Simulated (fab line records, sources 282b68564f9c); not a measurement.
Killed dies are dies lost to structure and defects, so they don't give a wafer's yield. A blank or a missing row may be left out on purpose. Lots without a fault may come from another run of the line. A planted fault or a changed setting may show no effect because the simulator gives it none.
Tool commonality check | flow rit_cmos | 14 lots, 42 wafers sampled

WHY IT WAS OPENED
At RIT_WELLDRIVE_RS_MEAS_01 the reading NWELL_RS is flagged on 2 of 14 lots. Wafers without a fault read 275.5 ohm/sq, standard deviation 0.85.
Rule: a lot is flagged when every wafer of it that has a number lies more than 4 standard deviations from that mean, or none has a number. The other lots count as sound.

lot  | measured    | on            | NWELL_RS (ohm/sq), wafer by wafer | flag
L246 | day 2 04:49 | film_metro-02 | 275.2 276.0 275.0                 |
L247 | day 2 10:44 | film_metro-03 | 275.3 275.7 276.3                 |
L249 | day 2 22:52 | film_metro-03 | 275.5 275.2 274.3                 |
L250 | day 2 23:47 | film_metro-04 | 276.7 276.2 276.7                 |
L251 | day 3 05:45 | film_metro-02 | 275.4 275.4 274.7                 |
L252 | day 3 10:54 | film_metro-03 | 275.7 276.4 275.6                 |
L254 | day 3 19:50 | film_metro-03 | 345.2 346.0 346.5                 | FLAGGED
L255 | day 4 01:25 | film_metro-02 | 346.8 346.6 346.0                 | FLAGGED
L261 | day 5 07:03 | film_metro-03 | 276.6 275.7 275.6                 |
L263 | day 5 16:29 | film_metro-02 | 276.2 276.0 275.6                 |
L264 | day 5 21:53 | film_metro-03 | 275.0 275.0 275.6                 |
L267 | day 6 13:27 | film_metro-03 | 275.4 275.2 275.1                 |
L268 | day 6 17:50 | film_metro-03 | 275.1 274.0 274.1                 |
L269 | day 7 00:09 | film_metro-02 | 275.8 275.4 274.8                 |
The numbers of the flagged lots are 346.2 ohm/sq on average: +70.7 ohm/sq against the usual, or +83 standard deviations.

WHICH TOOL RAN EACH LOT
The record holds 1 process step before the reading, out of a route of 202 steps. In each cell: the tool, then ch and the chambers that the sampled wafers went through, then the start.
lot  | flag    | RIT_WELLDRIVE_ANNEAL_00
L246 |         | furnace-03 ch 0, day 1 23:44
L247 |         | furnace-01 ch 0, day 2 05:39
L249 |         | furnace-01 ch 0, day 2 17:47
L250 |         | furnace-03 ch 0, day 2 18:43
L251 |         | furnace-03 ch 0, day 3 00:39
L252 |         | furnace-01 ch 0, day 3 05:47
L254 | FLAGGED | furnace-03 ch 0, day 3 14:46
L255 | FLAGGED | furnace-03 ch 0, day 3 20:20
L261 |         | furnace-02 ch 0, day 5 01:58
L263 |         | furnace-01 ch 0, day 5 11:25
L264 |         | furnace-01 ch 0, day 5 16:49
L267 |         | furnace-02 ch 0, day 6 08:22
L268 |         | furnace-01 ch 0, day 6 12:46
L269 |         | furnace-03 ch 0, day 6 19:03
What these steps do:
- RIT_WELLDRIVE_ANNEAL_00: time 14700 s.
- RIT_WELLDRIVE_RS_MEAS_01: measures by four-point-probe.

FLAGGED OVER TOTAL, TOOL BY TOOL (the gauges that took the reading come last)
step                     | tool          | lots run | flagged | share of the flagged lots | sound lots run after its first flagged lot
RIT_WELLDRIVE_ANNEAL_00  | furnace-01    | 6        | 0       | none                      | -
RIT_WELLDRIVE_ANNEAL_00  | furnace-02    | 2        | 0       | none                      | -
RIT_WELLDRIVE_ANNEAL_00  | furnace-03    | 6        | 2       | all                       | 1 (L269)
RIT_WELLDRIVE_RS_MEAS_01 | film_metro-02 | 5        | 1       | some                      | 2 (L263,L269)
RIT_WELLDRIVE_RS_MEAS_01 | film_metro-03 | 8        | 1       | some                      | 4 (L261,L264,L267,L268)
RIT_WELLDRIVE_RS_MEAS_01 | film_metro-04 | 1        | 0       | none                      | -

WHAT THE TABLE ALLOWS
1 row of the table ran every flagged lot: furnace-03 at RIT_WELLDRIVE_ANNEAL_00.
- furnace-03 at RIT_WELLDRIVE_ANNEAL_00: 2 of its 6 lots flagged. Sound lots ran on it after the first flagged one (L269), which a lasting fault on the whole tool wouldn't allow. Its own readings lie more than 4 standard deviations out on every wafer of the flagged lots: spike_tc_centre_C, spike_tc_load_C, spike_tc_source_C, tube_center_temp_C, tube_center_temp_C_max.
No row of the table ran every flagged lot and no sound lot after the first.

WHAT THE SIMULATOR HAD PUT IN
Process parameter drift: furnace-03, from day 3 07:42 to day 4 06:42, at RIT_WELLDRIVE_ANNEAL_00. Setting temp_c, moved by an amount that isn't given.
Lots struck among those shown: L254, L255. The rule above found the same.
